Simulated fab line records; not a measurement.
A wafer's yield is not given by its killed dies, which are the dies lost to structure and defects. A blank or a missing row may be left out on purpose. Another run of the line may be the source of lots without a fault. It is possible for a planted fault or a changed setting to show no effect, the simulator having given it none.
What tool caused it? / flow berkeley cmos170 / 45 wafers from 15 lots sampled at 4 of the route's 331 steps

== WHAT EACH GAUGE READ, for each wafer ==
UCB170_PSD_OVL_MEAS_07. Usual: PSD_OVL -4 nm, standard deviation 5.
lot=L112; measured=day 8 17:14; on=overlay-02; PSD_OVL (nm)=-8 -7 -5; flag=
lot=L109; measured=day 8 17:26; on=overlay-01; PSD_OVL (nm)=1 4 1; flag=
lot=L111; measured=day 8 17:46; on=overlay-02; PSD_OVL (nm)=-14 -9 -7; flag=
lot=L113; measured=day 8 22:29; on=overlay-01; PSD_OVL (nm)=1 -4 -2; flag=
lot=L114; measured=day 8 22:37; on=overlay-02; PSD_OVL (nm)=-6 0 -7; flag=
lot=L118; measured=day 9 16:14; on=overlay-01; PSD_OVL (nm)=-9 -6 -6; flag=
lot=L117; measured=day 9 16:44; on=overlay-02; PSD_OVL (nm)=-12 -12 -12; flag=
lot=L121; measured=day 10 04:58; on=overlay-01; PSD_OVL (nm)=5 1 -3; flag=
lot=L119; measured=day 10 05:06; on=overlay-02; PSD_OVL (nm)=-2 -10 -12; flag=
lot=L120; measured=day 10 05:20; on=overlay-01; PSD_OVL (nm)=-3 -1 -6; flag=
lot=L122; measured=day 11 01:28; on=overlay-01; PSD_OVL (nm)=-4 -5 -5; flag=
lot=L128; measured=day 12 23:37; on=overlay-02; PSD_OVL (nm)=-7 -8 -7; flag=
lot=L129; measured=day 12 23:53; on=overlay-01; PSD_OVL (nm)=3 3 5; flag=
lot=L131; measured=day 13 22:32; on=overlay-02; PSD_OVL (nm)=1 0 -2; flag=
lot=L130; measured=day 13 22:49; on=overlay-01; PSD_OVL (nm)=0 4 0; flag=

UCB170_CONTACT_THK_MEAS_02. Usual: CONTACT_PSG_THK 698 nm, standard deviation 7.4.
lot=L112; measured=day 9 01:02; on=film metro-04; CONTACT_PSG_THK (nm)=693 694 692; flag=
lot=L109; measured=day 9 02:50; on=film metro-04; CONTACT_PSG_THK (nm)=690 692 686; flag=
lot=L111; measured=day 9 02:52; on=film metro-01; CONTACT_PSG_THK (nm)=675 685 687; flag=
lot=L113; measured=day 9 04:43; on=film metro-04; CONTACT_PSG_THK (nm)=689 688 692; flag=
lot=L114; measured=day 9 06:14; on=film metro-04; CONTACT_PSG_THK (nm)=706 709 705; flag=
lot=L118; measured=day 10 00:56; on=film metro-01; CONTACT_PSG_THK (nm)=691 694 702; flag=
lot=L117; measured=day 10 00:27; on=film metro-04; CONTACT_PSG_THK (nm)=697 702 704; flag=
lot=L121; measured=day 10 13:15; on=film metro-02; CONTACT_PSG_THK (nm)=694 695 696; flag=
lot=L119; measured=day 10 13:16; on=film metro-01; CONTACT_PSG_THK (nm)=705 699 707; flag=
lot=L120; measured=day 10 13:28; on=film metro-02; CONTACT_PSG_THK (nm)=703 710 703; flag=
lot=L122; measured=day 11 12:05; on=film metro-01; CONTACT_PSG_THK (nm)=700 697 703; flag=
lot=L128; measured=day 13 12:31; on=film metro-01; CONTACT_PSG_THK (nm)=440 442 440; flag=OFF
lot=L129; measured=day 13 12:32; on=film metro-02; CONTACT_PSG_THK (nm)=453 446 451; flag=OFF
lot=L131; measured=day 14 07:23; on=film metro-01; CONTACT_PSG_THK (nm)=707 711 710; flag=
lot=L130; measured=day 14 06:43; on=film metro-01; CONTACT_PSG_THK (nm)=449 442 439; flag=OFF

== TOOL THAT RAN EACH LOT (tool first, then ch and the chambers of the sampled wafers, then the start) ==
lot=L112; UCB170_BACKSIDE_STRIP_03=plasma asher-02 ch 0,1, day 8 21:49; UCB170_CONTACT_CVD_01=lpcvd-01 ch 0, day 8 23:15
lot=L109; UCB170_BACKSIDE_STRIP_03=plasma asher-03 ch 0, day 8 22:14; UCB170_CONTACT_CVD_01=lpcvd-01 ch 1, day 9 01:02
lot=L111; UCB170_BACKSIDE_STRIP_03=plasma asher-04 ch 0,1, day 8 22:06; UCB170_CONTACT_CVD_01=lpcvd-01 ch 0, day 9 01:02
lot=L113; UCB170_BACKSIDE_STRIP_03=plasma asher-04 ch 0,1, day 9 01:26; UCB170_CONTACT_CVD_01=lpcvd-01 ch 1, day 9 02:56
lot=L114; UCB170_BACKSIDE_STRIP_03=plasma asher-02 ch 0,1, day 9 01:53; UCB170_CONTACT_CVD_01=lpcvd-02 ch 0, day 9 03:34
lot=L118; UCB170_BACKSIDE_STRIP_03=plasma asher-02 ch 0,1, day 9 20:49; UCB170_CONTACT_CVD_01=lpcvd-01 ch 0, day 9 22:16
lot=L117; UCB170_BACKSIDE_STRIP_03=plasma asher-03 ch 0,1, day 9 21:14; UCB170_CONTACT_CVD_01=lpcvd-02 ch 0, day 9 22:40
lot=L121; UCB170_BACKSIDE_STRIP_03=plasma asher-04 ch 0,1, day 10 07:29; UCB170_CONTACT_CVD_01=lpcvd-01 ch 0, day 10 10:34
lot=L119; UCB170_BACKSIDE_STRIP_03=plasma asher-02 ch 0,1, day 10 07:57; UCB170_CONTACT_CVD_01=lpcvd-01 ch 0, day 10 10:34
lot=L120; UCB170_BACKSIDE_STRIP_03=plasma asher-04 ch 0,1, day 10 08:10; UCB170_CONTACT_CVD_01=lpcvd-02 ch 0, day 10 11:40
lot=L122; UCB170_BACKSIDE_STRIP_03=plasma asher-04 ch 0,1, day 11 04:11; UCB170_CONTACT_CVD_01=lpcvd-02 ch 0, day 11 10:17
lot=L128; UCB170_BACKSIDE_STRIP_03=plasma asher-04 ch 0,1, day 13 07:13; UCB170_CONTACT_CVD_01=lpcvd-02 ch 0, day 13 10:44
lot=L129; UCB170_BACKSIDE_STRIP_03=plasma asher-03 ch 0,1, day 13 07:19; UCB170_CONTACT_CVD_01=lpcvd-02 ch 1, day 13 10:44
lot=L131; UCB170_BACKSIDE_STRIP_03=plasma asher-04 ch 0,1, day 14 03:20; UCB170_CONTACT_CVD_01=lpcvd-01 ch 1, day 14 05:36
lot=L130; UCB170_BACKSIDE_STRIP_03=plasma asher-04 ch 0,1, day 14 03:00; UCB170_CONTACT_CVD_01=lpcvd-02 ch 0, day 14 04:56
- UCB170_BACKSIDE_STRIP_03: strips in O2.
- UCB170_CONTACT_CVD_01: deposits PSG from SiH4/O2/PH3, target thk 700 nm, time 2820 s.

== WHAT THE TOOLS THEMSELVES READ (means of the sampled wafers that have a number; where no wafer has one, the mark that the record gives instead) ==
UCB170_BACKSIDE_STRIP_03. Usual: drypump motor current A 5.7 A, standard deviation 0.56; oes product au 0.735 a.u., standard deviation 0.0041; strip time to endpoint s 21.96 s, standard deviation 0.063.
lot=L112; tool=plasma asher-02; drypump motor current A (A)=6.1; oes product au (a.u.)=0.740; strip time to endpoint s (s)=21.98; flag=
lot=L109; tool=plasma asher-03; drypump motor current A (A)=5.0; oes product au (a.u.)=0.739; strip time to endpoint s (s)=21.90; flag=
lot=L111; tool=plasma asher-04; drypump motor current A (A)=5.5; oes product au (a.u.)=0.732; strip time to endpoint s (s)=21.94; flag=
lot=L113; tool=plasma asher-04; drypump motor current A (A)=5.5; oes product au (a.u.)=0.736; strip time to endpoint s (s)=21.91; flag=
lot=L114; tool=plasma asher-02; drypump motor current A (A)=5.8; oes product au (a.u.)=0.735; strip time to endpoint s (s)=21.96; flag=
lot=L118; tool=plasma asher-02; drypump motor current A (A)=6.1; oes product au (a.u.)=0.736; strip time to endpoint s (s)=21.93; flag=
lot=L117; tool=plasma asher-03; drypump motor current A (A)=6.0; oes product au (a.u.)=0.731; strip time to endpoint s (s)=21.95; flag=
lot=L121; tool=plasma asher-04; drypump motor current A (A)=5.5; oes product au (a.u.)=0.730; strip time to endpoint s (s)=21.94; flag=
lot=L119; tool=plasma asher-02; drypump motor current A (A)=6.2; oes product au (a.u.)=0.733; strip time to endpoint s (s)=21.95; flag=
lot=L120; tool=plasma asher-04; drypump motor current A (A)=5.5; oes product au (a.u.)=0.736; strip time to endpoint s (s)=22.06; flag=
lot=L122; tool=plasma asher-04; drypump motor current A (A)=5.6; oes product au (a.u.)=0.739; strip time to endpoint s (s)=21.96; flag=
lot=L128; tool=plasma asher-04; drypump motor current A (A)=5.6; oes product au (a.u.)=0.736; strip time to endpoint s (s)=21.98; flag=
lot=L129; tool=plasma asher-03; drypump motor current A (A)=6.0; oes product au (a.u.)=0.732; strip time to endpoint s (s)=22.00; flag=
lot=L131; tool=plasma asher-04; drypump motor current A (A)=5.5; oes product au (a.u.)=0.735; strip time to endpoint s (s)=21.92; flag=
lot=L130; tool=plasma asher-04; drypump motor current A (A)=5.5; oes product au (a.u.)=0.734; strip time to endpoint s (s)=22.04; flag=

== THE ANSWER, worked out from the rows above alone ==
Rule: a lot counts as off when the mean over its wafers that have a number is more than 3 standard deviations away from the usual mean. A lot without any number at a reading at which 4 lots or more have one is off too. All remaining lots with rows at the step are treated as sound. Order of review: gauges by route order, followed by the tools' own readings, for which a lot's mean as printed above is used. At the first step where some lot is off, the reading lying furthest off is the one used; lots without a number count as furthest.
Off: L128, L129, L130, seen at UCB170_CONTACT_THK_MEAS_02 (CONTACT_PSG_THK).
A tool fits if, at a process step before that reading, it ran every lot that is off, and no sound lot after the first of them. The gauges at UCB170_CONTACT_THK_MEAS_02 are tried like those tools. One fits: lpcvd-02 at UCB170_CONTACT_CVD_01. A fault onset in the window from L122 (day 11 10:17, its last sound lot) to L128 (day 13 10:44, its first lot off) fits.

== WHAT THE SIMULATOR HAD PUT IN ==
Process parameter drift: lpcvd-02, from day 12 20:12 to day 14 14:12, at UCB170_CONTACT_CVD_01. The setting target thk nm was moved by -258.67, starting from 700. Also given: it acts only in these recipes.
Shown lots that were struck: L128, L129, L130. Same finding as the rule above.
